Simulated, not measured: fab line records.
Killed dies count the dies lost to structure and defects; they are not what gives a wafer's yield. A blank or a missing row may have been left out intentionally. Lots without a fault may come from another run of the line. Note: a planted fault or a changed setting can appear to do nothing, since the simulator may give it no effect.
fab line records + flow rit_cmos
[record]
- lots = 5
- wafers = 15
- last_day = 8
route steps=202 shown CONTACT@178 M1@184
lots that met no fault: taken from a fault-free run of the same line
start_h: the number of hours between the record's first day and the start of the first shown wafer of the lot + wait_h: how many hours have passed since the lot's step before this one + " repeats the value in the row above + L1.1+2: several wafers, shown together as one row + - value missing, or start not given + * or withheld: withheld + < > ~ a bound
route shown NAME@n: names a module that has steps shown in the file, with the first one's number in the route + usual: the fault-free wafers' mean and standard deviation + same: alike in all rows + chamber/n: place in a boat + sites: per-site readings + _std_site: standard deviation across them + _edge_site: mean of outer sites minus mean of inner sites + radius_mm: for every site, how far away it sits from the centre of the wafer + mask NAME#n: copy n + behind: the tool/chamber that last shaped the wafer + hold: cause of the lot's hold/its duration in hours/its outcome + device: the transistor (n, p or np) that didn't switch + end of line: tests of these same wafers at the route's end + for a step that has no rows: nothing shown but its recipe + killed: at the first sort, the dies lost to defects and structure; wafer yield is something else + map: the dies of a wafer, with x for killed, . for not killed, _ for no die there
set.NAME: the run value of the setting; set.NAME@STEP: its run value at that earlier step + model.NAME: the simulator's own value behind a step, which no gauge read
a table for each step, a row for each wafer; lots at some steps of the route
services: the hour from which a tool's chamber was out of use, counted from the record's first day as start_h (under 0 if before that day), plus the number of hours and why
[[steps]]
[step RIT_CONTACT_HARDBAKE_10]
[recipe]
- resist = NOVOLAK
- temp_c = 140
- time_s = 60
[step RIT_CONTACT_ETCH_11]
[recipe]
- target_depth_a = 4800
- over_etch_frac = 0.2
- stop_on = TiSi2
- chemistry = CHF3/CF4/Ar
- target = SiO2
- CHF3_flow_sccm = 50
- cf4_flow_sccm = 10
- Ar_flow_sccm = 100
- O2_flow_sccm = 5
- pressure_mtorr = 100
- rf_w = 200
- time_s = 320
[usual]
- CHF3_flow_sccm = 50.02/0.14
- cf4_flow_sccm = 10.002/0.026
- drypump_motor_current_A = 5.5/0.35
- oes_product_au = 0.990/0.013
- throttle_valve_pct = 8.85/0.086
| lot.wafer | tool        | chamber | start_h | wait_h | CHF3_flow_sccm | cf4_flow_sccm | drypump_motor_current_A | oes_product_au | rf_hours_counter_h | throttle_valve_pct |
|-----------|-------------|---------|---------|--------|----------------|---------------|-------------------------|----------------|--------------------|--------------------|
| L343.1    | rie_diel-03 | 2       | 58.94   | 0.1    | 49.90          | 10.025        | 6.0                     | 0.989          | 109                | 8.67               |
| L343.4    | "           | 1       | "       | "      | 50.23          | 10.021        | 5.7                     | 0.986          | 164                | 8.85               |
| L343.5    | "           | 1       | "       | "      | 50.03          | 10.024        | 5.7                     | 0.985          | -                  | 8.86               |
| L344.3    | rie_diel-01 | 0       | 65.92   | 0.1    | 50.11          | 10.057        | 5.4                     | 1.005          | 126                | 8.77               |
| L344.4    | "           | 3       | "       | "      | 50.10          | 9.999         | 5.5                     | 1.010          | 11                 | 8.93               |
| L344.5    | "           | 2       | "       | "      | 50.14          | 10.016        | 5.6                     | 0.990          | -                  | 8.94               |
| L348.2    | rie_diel-03 | 3       | 82.92   | 0.1    | 50.15          | 10.011        | 5.5                     | 0.984          | 157                | 8.99               |
| L348.5    | "           | 0       | "       | "      | 50.18          | 9.981         | 4.8                     | 0.963          | -                  | 8.81               |
| L348.6    | "           | 2       | "       | "      | 49.98          | 10.036        | 6.0                     | 0.989          | -                  | 8.65               |
| L355.1    | rie_diel-03 | 1       | 121.11  | 0.1    | 50.46          | 10.004        | 5.7                     | 0.984          | 0                  | 8.85               |
| L355.2    | "           | 0       | "       | "      | 50.06          | 10.038        | 4.8                     | 0.964          | 115                | 8.80               |
| L355.6    | "           | 0       | "       | "      | 50.03          | 9.995         | 4.8                     | 0.966          | -                  | 8.79               |
| L365.3    | rie_diel-03 | 1       | 181.88  | 0.1    | 49.90          | 9.990         | 5.7                     | 0.982          | 1                  | 8.83               |
| L365.4    | "           | 3       | "       | "      | 49.97          | 9.990         | 5.5                     | 0.988          | 1                  | 8.96               |
| L365.5    | "           | 0       | "       | "      | 49.59          | 10.044        | 4.8                     | 0.965          | -                  | 8.79               |
[step RIT_CONTACT_STRIP_12]
[recipe]
- chemistry = O2
- time_s = 180
- resist = NOVOLAK
- platen_temp_c = withheld
- power_w = 500
- pressure_mtorr = 4000
- o2_flow_sccm = 4000
[usual]
- drypump_motor_current_A = 6.0/0.33
- o2_flow_sccm = 4000/12
| lot.wafer | tool            | chamber | start_h | wait_h | drypump_motor_current_A | o2_flow_sccm | rf_hours_counter_h |
|-----------|-----------------|---------|---------|--------|-------------------------|--------------|--------------------|
| L343.1    | plasma_asher-02 | 0       | 59.13   | 0.1    | 6.2                     | 4009         | 41                 |
| L343.4    | "               | 1       | "       | "      | 5.5                     | 4010         | -                  |
| L343.5    | "               | 0       | "       | "      | 6.2                     | 3983         | -                  |
| L344.3    | plasma_asher-02 | 1       | 66.18   | 0.2    | 5.5                     | 4000         | -                  |
| L344.4    | "               | 0       | "       | "      | 6.2                     | 3984         | -                  |
| L344.5    | "               | 1       | "       | "      | 5.5                     | 3997         | -                  |
| L348.2    | plasma_asher-01 | 1       | 83.12   | 0.1    | 6.0                     | 3977         | 28                 |
| L348.5    | "               | 1       | "       | "      | 6.0                     | 3993         | -                  |
| L348.6    | "               | 0       | "       | "      | 6.5                     | 4010         | -                  |
| L355.1    | plasma_asher-02 | 1       | 121.30  | 0.1    | 5.5                     | 4005         | 47                 |
| L355.2    | "               | 0       | "       | "      | 6.2                     | 4007         | 47                 |
| L355.6    | "               | 1       | "       | "      | 5.5                     | 3993         | -                  |
| L365.3    | plasma_asher-04 | 0       | 182.13  | 0.2    | 5.9                     | 4005         | -                  |
| L365.4    | "               | 1       | "       | "      | 5.7                     | 3987         | -                  |
| L365.5    | "               | 1       | "       | "      | 5.7                     | 3990         | -                  |
[step RIT_CONTACT_CD_MEAS_90]
[recipe]
- target_cd_nm = 1000
[usual]
- cd_nm = 999.8/1.7
| lot.wafer | tool      | chamber | start_h | wait_h | cd_nm  |
|-----------|-----------|---------|---------|--------|--------|
| L343.1    | cd_sem-02 | -       | 59.31   | 0.1    | 999.8  |
| L343.4    | "         | -       | "       | "      | 1001.2 |
| L343.5    | "         | -       | "       | "      | 999.8  |
| L344.3    | cd_sem-02 | -       | 66.33   | 0.1    | 1000.7 |
| L344.4    | "         | -       | "       | "      | 1001.6 |
| L344.5    | "         | -       | "       | "      | 1001.6 |
| L348.2    | cd_sem-02 | -       | 83.31   | 0.1    | 1001.8 |
| L348.5    | "         | -       | "       | "      | 1000.2 |
| L348.6    | "         | -       | "       | "      | 1000.9 |
| L355.1    | cd_sem-02 | -       | 121.47  | 0.1    | 997.7  |
| L355.2    | "         | -       | "       | "      | 1001.6 |
| L355.6    | "         | -       | "       | "      | 1000.6 |
| L365.3    | cd_sem-02 | -       | 182.29  | 0.1    | 999.6  |
| L365.4    | "         | -       | "       | "      | 1001.2 |
| L365.5    | "         | -       | "       | "      | 998.7  |
[step RIT_CONTACT_CLEAN_13]
[recipe]
- chemistry = SC1
- mix = 3:3:50
- time_s = 600
- temp_c = 75
[step RIT_CONTACT_CLEAN_14]
[recipe]
- chemistry = SC2
- mix = 3:3:50
- time_s = 600
- temp_c = 75
- dry = n2_spin
[step RIT_M1_SPUTTER_00]
[recipe]
- material = Al
- target_thk_nm = 400
- power_w = 2000
- chamber_pressure_pa = 0.4
- gas = Ar
- time_s = 500
- substrate_temp_c = 25
[usual]
- throttle_valve_pct = 30.2/1.1
| lot.wafer | tool           | chamber | start_h | wait_h | throttle_valve_pct |
|-----------|----------------|---------|---------|--------|--------------------|
| L343.1    | pvd_sputter-01 | -       | 59.78   | 0.0    | 29.5               |
| L343.4    | "              | -       | "       | "      | 29.9               |
| L343.5    | "              | -       | "       | "      | 30.9               |
| L344.3    | pvd_sputter-03 | -       | 66.78   | 0.0    | 28.6               |
| L344.4    | "              | -       | "       | "      | 31.6               |
| L344.5    | "              | -       | "       | "      | 30.8               |
| L348.2    | pvd_sputter-04 | -       | 83.94   | 0.0    | 32.1               |
| L348.5    | "              | -       | "       | "      | 28.9               |
| L348.6    | "              | -       | "       | "      | 32.0               |
| L355.1    | pvd_sputter-01 | -       | 121.99  | 0.0    | 30.8               |
| L355.2    | "              | -       | "       | "      | 30.1               |
| L355.6    | "              | -       | "       | "      | 31.3               |
| L365.3    | pvd_sputter-03 | -       | 182.72  | 0.0    | 30.4               |
| L365.4    | "              | -       | "       | "      | 28.3               |
| L365.5    | "              | -       | "       | "      | 28.1               |
[step RIT_M1_RS_MEAS_01]
[recipe]
- thk_meas_gauge = four-point-probe
- reads = Al_of_M1_SPUTTER_00
[usual]
- M1_AL_RS = 0.0731/0.00068
| lot.wafer | tool          | chamber | start_h | wait_h | M1_AL_RS[ohm/sq] |
|-----------|---------------|---------|---------|--------|------------------|
| L343.1    | film_metro-02 | -       | 60.07   | 0.1    | 0.0722           |
| L343.4    | "             | -       | "       | "      | 0.0724           |
| L343.5    | "             | -       | "       | "      | 0.0728           |
| L344.3    | film_metro-02 | -       | 67.11   | 0.2    | 0.0730           |
| L344.4    | "             | -       | "       | "      | 0.0732           |
| L344.5    | "             | -       | "       | "      | 0.0727           |
| L348.2    | film_metro-01 | -       | 84.25   | 0.2    | 0.0733           |
| L348.5    | "             | -       | "       | "      | 0.0735           |
| L348.6    | "             | -       | "       | "      | 0.0735           |
| L355.1    | film_metro-04 | -       | 122.29  | 0.1    | 0.0739           |
| L355.2    | "             | -       | "       | "      | 0.0737           |
| L355.6    | "             | -       | "       | "      | 0.0738           |
| L365.3    | film_metro-01 | -       | 183.05  | 0.2    | 0.0731           |
| L365.4    | "             | -       | "       | "      | 0.0727           |
| L365.5    | "             | -       | "       | "      | 0.0731           |
[step RIT_M1_THK_MEAS_02]
[recipe]
- thk_meas_gauge = xrf
- reads = Al_of_M1_SPUTTER_00
[usual]
- M1_AL_THK = 410/4.5
| lot.wafer | tool          | chamber | start_h | wait_h | M1_AL_THK[nm] |
|-----------|---------------|---------|---------|--------|---------------|
| L343.1    | film_metro-02 | -       | 60.19   | 0.1    | 414           |
| L343.4    | "             | -       | "       | "      | 414           |
| L343.5    | "             | -       | "       | "      | 413           |
| L344.3    | film_metro-02 | -       | 67.21   | 0.1    | 413           |
| L344.4    | "             | -       | "       | "      | 412           |
| L344.5    | "             | -       | "       | "      | 413           |
| L348.2    | film_metro-01 | -       | 84.36   | 0.1    | 409           |
| L348.5    | "             | -       | "       | "      | 409           |
| L348.6    | "             | -       | "       | "      | 406           |
| L355.1    | film_metro-04 | -       | 122.41  | 0.1    | 405           |
| L355.2    | "             | -       | "       | "      | 405           |
| L355.6    | "             | -       | "       | "      | 405           |
| L365.3    | film_metro-01 | -       | 183.15  | 0.1    | 411           |
| L365.4    | "             | -       | "       | "      | 414           |
| L365.5    | "             | -       | "       | "      | 412           |
[step RIT_M1_HMDS_03]
[recipe]
- prime_time_s = 60
- prime_temp_c = 140
[step RIT_M1_COAT_04]
[recipe]
- resist = NOVOLAK
- spin_rpm = 2000
- resist_thk_nm = 1300
[step RIT_M1_SOFTBAKE_05]
[recipe]
- resist = NOVOLAK
- temp_c = 90
- time_s = 60
[step RIT_M1_EXPOSE_06]
[recipe]
- mask_id = M12
- na = 0.6
- source_shape = conventional
- sigma_outer = 0.5
- target_cd_nm = 2600
- dose_mj = 250
[usual]
- exposure_dose_mJ_cm2 = 249.87/0.22
- focus_offset_nm = 0.1/0.56
| lot.wafer | tool             | chamber | start_h | wait_h | mask  | exposure_dose_mJ_cm2 | focus_offset_nm |
|-----------|------------------|---------|---------|--------|-------|----------------------|-----------------|
| L343.1    | iline_stepper-01 | 0       | 60.70   | 0.1    | M12#0 | 249.76               | -0.9            |
| L343.4    | "                | 0       | "       | "      | M12#0 | 250.00               | 0.2             |
| L343.5    | "                | 0       | "       | "      | M12#0 | 249.69               | -0.1            |
| L344.3    | iline_stepper-01 | 0       | 67.85   | 0.1    | M12#0 | 249.90               | 1.0             |
| L344.4    | "                | 0       | "       | "      | M12#0 | 249.88               | 0.6             |
| L344.5    | "                | 0       | "       | "      | M12#0 | 249.45               | 0.7             |
| L348.2    | iline_stepper-01 | 0       | 84.88   | 0.1    | M12#0 | 250.05               | 0.4             |
| L348.5    | "                | 0       | "       | "      | M12#0 | 249.89               | 0.4             |
| L348.6    | "                | 0       | "       | "      | M12#0 | 250.19               | -0.1            |
| L355.1    | iline_stepper-01 | 0       | 122.92  | 0.1    | M12#0 | 248.27               | 0.4             |
| L355.2    | "                | 0       | "       | "      | M12#0 | 248.34               | 0.3             |
| L355.6    | "                | 0       | "       | "      | M12#0 | 248.24               | 1.1             |
| L365.3    | iline_stepper-01 | 0       | 183.73  | 0.1    | M12#0 | 250.04               | 1.0             |
| L365.4    | "                | 0       | "       | "      | M12#0 | 250.24               | 0.7             |
| L365.5    | "                | 0       | "       | "      | M12#0 | 249.87               | 1.0             |
[step RIT_M1_PEB_07]
[recipe]
- resist = NOVOLAK
- temp_c = withheld
- time_s = withheld
[step RIT_M1_PROBE_99]
[usual]
- defect_limited_yield = 97.5/1
- killed_at_contacts = 0.0/0.25
- killed_at_front_end = 6.6/2.7
- killed_dies = 6.7/2.7
- killed_open = 3.3/1.9
- killed_short = 3.4/1.9
- sort_bin_3_pad_short = 0.1/0.24
- sort_bin_5_function = 1.5/0.78
- sort_bin_6_memory = 0.9/0.69
- sort_n_pass = 257.3/2.7
- sort_yield_pct = 97.5/1
[same]
- gross_dies = 264
- killed_at_M0_to_M3 = 0
- killed_at_M4_up = 0
- killed_at_back_side = 0
- killed_at_other = 0
| lot.wafer | tool      | chamber | start_h | wait_h | defect_limited_yield[%] | killed_at_contacts | killed_at_front_end | killed_dies | killed_open | killed_short | sort_bin_3_pad_short[%] | sort_bin_5_function[%] | sort_bin_6_memory[%] | sort_n_pass | sort_yield_pct[%] |
|-----------|-----------|---------|---------|--------|-------------------------|--------------------|---------------------|-------------|-------------|--------------|-------------------------|------------------------|----------------------|-------------|-------------------|
| L344.3    | prober-01 | -       | 71.02   | 0.2    | 96.6                    | 0                  | 9                   | 9           | 5           | 4            | 0.4                     | 0.4                    | 2.7                  | 255.0       | 96.6              |
| L344.4    | prober-01 | -       | 71.07   | 0.2    | 96.6                    | 0                  | 9                   | 9           | 6           | 3            | 0                       | 3.0                    | 0.4                  | 255.0       | 96.6              |
| L344.5    | prober-01 | -       | 71.12   | 0.2    | 97.0                    | 0                  | 8                   | 8           | 2           | 6            | 0.4                     | 0.8                    | 1.9                  | 256.0       | 97.0              |
| L348.2    | prober-01 | -       | 88.72   | 0.1    | 98.9                    | 0                  | 3                   | 3           | 1           | 2            | 0.4                     | 0.8                    | 0                    | 261.0       | 98.9              |
| L348.5    | prober-01 | -       | 88.87   | 0.2    | 98.1                    | 0                  | 5                   | 5           | 2           | 3            | 0                       | 0                      | 1.9                  | 259.0       | 98.1              |
| L348.6    | prober-01 | -       | 88.92   | 0.2    | 97.3                    | 0                  | 7                   | 7           | 5           | 2            | 0.4                     | 1.5                    | 0.8                  | 257.0       | 97.3              |
| L355.1    | prober-02 | -       | 126.24  | 0.1    | 96.2                    | 2                  | 8                   | 10          | 3           | 7            | 0.4                     | 1.9                    | 1.5                  | 254.0       | 96.2              |
| L355.2    | prober-02 | -       | 126.29  | 0.1    | 98.5                    | 0                  | 4                   | 4           | 3           | 1            | 0                       | 1.1                    | 0.4                  | 260.0       | 98.5              |
| L355.6    | prober-02 | -       | 126.49  | 0.2    | 97.0                    | 0                  | 8                   | 8           | 5           | 3            | 0                       | 1.5                    | 1.5                  | 256.0       | 97.0              |
// killed by level:class
L344.3 GATE:geometric_particle:open=3 FOX1:geometric_particle:open=2 GATE:geometric_particle:short=2 SPACER:geometric_particle:short=1 SILICIDE:geometric_particle:short=1
L344.4 GATE:geometric_particle:open=2 SPACER:geometric_particle:short=2 FOX2:geometric_particle:open=1 REOX:geometric_particle:open=1 SPACER:geometric_particle:open=1 SILICIDE:geometric_particle:open=1 SILICIDE:geometric_particle:short=1
L344.5 GATE:geometric_particle:short=4 FOX1:geometric_particle:short=1 SPACER:geometric_particle:short=1 SPACER:geometric_particle:open=1 SILICIDE:geometric_particle:open=1
L348.2 FOX1:geometric_particle:short=1 GATE:geometric_particle:open=1 REOX:geometric_particle:short=1
L348.5 SPACER:geometric_particle:open=2 ACTIVE:geometric_particle:short=1 SPACER:geometric_particle:short=1 REOX:geometric_particle:short=1
L348.6 SPACER:geometric_particle:open=2 FOX1:geometric_particle:open=1 FOX2:geometric_particle:short=1 GATE:geometric_particle:open=1 REOX:geometric_particle:open=1 SPACER:geometric_particle:short=1
L355.1 FOX1:geometric_particle:short=2 FOX1:geometric_particle:open=2 GATE:geometric_particle:short=2 CONTACT:geometric_particle:short=2 SPACER:geometric_particle:open=1 SPACER:geometric_particle:short=1
L355.2 FOX1:geometric_particle:open=2 SPACER:geometric_particle:short=1 SILICIDE:geometric_particle:open=1
L355.6 GATE:geometric_particle:open=3 REOX:geometric_particle:short=2 FOX1:geometric_particle:open=1 REOX:geometric_particle:open=1 SPACER:geometric_particle:short=1
[[services]]
| tool             | chamber | start_h | hours | kind           |
|------------------|---------|---------|-------|----------------|
| rie_diel-03      | 3       | 35.25   | 9.1   | repair         |
| plasma_asher-02  | -       | 43.78   | 0.9   | repair         |
| rie_diel-03      | -       | 48.09   | 2.5   | repair         |
| iline_stepper-01 | -       | 58.87   | 1.7   | pm             |
| rie_diel-03      | 1       | 75.40   | -     | clean          |
| rie_diel-03      | 1       | 75.40   | 16.6  | scheduled_down |
| rie_diel-03      | 1       | 75.40   | 16.6  | vent_cycle     |
| rie_diel-01      | 2       | 80.22   | -     | clean          |
| rie_diel-01      | 2       | 80.22   | 23.5  | scheduled_down |
| rie_diel-01      | 2       | 80.22   | 23.5  | vent_cycle     |
| iline_stepper-01 | -       | 89.14   | 1.5   | repair         |
| pvd_sputter-01   | -       | 101.58  | 5.3   | repair         |
| iline_stepper-01 | 0       | 108.09  | -     | calibration    |
| rie_diel-03      | 3       | 109.55  | -     | clean          |
| rie_diel-03      | 3       | 109.55  | 20.2  | scheduled_down |
| rie_diel-03      | 3       | 109.55  | 20.2  | vent_cycle     |
| rie_diel-03      | -       | 111.51  | 1.0   | repair         |
| rie_diel-01      | 2       | 132.48  | 1.5   | repair         |
| rie_diel-01      | 3       | 136.69  | 4.3   | repair         |
| pvd_sputter-03   | -       | 147.15  | 1.3   | repair         |
| plasma_asher-01  | -       | 175.77  | 4.3   | repair         |
[[key]]
[first_sign]
- step = RIT_M1_EXPOSE_06
- reading = exposure_dose_mJ_cm2
- direction = down
- sigmas = 7.2
- usual = 249.87
- struck = 248.28
effect none on later readings
met_at RIT_M1_EXPOSE_06
struck_wafers L355.1,L355.2,L355.6
[loop_trim]
- step = RIT_M1_EXPOSE_06
- setting = dose
- lots = L355
onset_between 84.88 122.92
[fault]
- kind = process_parameter_drift
- tool = iline_stepper-01
- chamber = -
- onset_h = 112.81
- steps = RIT_M1_EXPOSE_06
- channel = focus_nm
- offset = 447.59
- spread_by_wafer = 0.3
- shape = step
- end_h = 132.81
// loop_trim: a control loop set the setting to another value than it would have without faults
